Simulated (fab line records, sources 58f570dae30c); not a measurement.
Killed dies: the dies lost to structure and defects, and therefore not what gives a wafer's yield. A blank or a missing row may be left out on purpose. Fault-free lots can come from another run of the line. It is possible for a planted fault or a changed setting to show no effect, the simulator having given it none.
Which tool did it? -- flow berkeleyCmos170 -- 6 lots, 18 wafers sampled, at 1 step of a route of 331

## WHAT THE GAUGES READ, wafer by wafer
UCB170_GATE_CD_MEAS_12: the cd target is 350 nm.
lot,measured,on,cdNm (nm)
L545,day 7 20:12,cdSem-02,350.0 349.7 349.0
L552,day 8 12:10,cdSem-02,349.4 352.0 349.8
L553,day 9 03:05,cdSem-01,348.2 348.6 347.1
L558,day 10 02:38,cdSem-02,352.6 350.3 350.9
L561,day 11 01:57,cdSem-02,351.3 350.8 351.5
L565,day 11 23:47,cdSem-01,348.6 351.6 351.0

## EACH LOT AND THE TOOL THAT RAN IT (in order: tool; ch and the chambers of the sampled wafers; start)
There is no process step in the record ahead of these readings.

## THE ANSWER, worked out from the rows above alone
Rule: what is usual is taken from the lots themselves. The widest of any qualifying gaps counts: lots, ordered by their means at a reading, are off when they make up no more than a third of the lots, leave a main group of 4 or more, and stand apart from it by 3 or more times the standard deviation of that group's means. The tables above print the reading to a certain number of digits; a main group whose means all agree to those digits is not used. A lot without any number at a reading at which 4 lots or more have one is off too. Where the step has rows for the other lots, those lots are counted as sound.
Nothing can be told from this: no lot is off at any reading shown.

## WHAT HAD BEEN PUT IN BY THE SIMULATOR
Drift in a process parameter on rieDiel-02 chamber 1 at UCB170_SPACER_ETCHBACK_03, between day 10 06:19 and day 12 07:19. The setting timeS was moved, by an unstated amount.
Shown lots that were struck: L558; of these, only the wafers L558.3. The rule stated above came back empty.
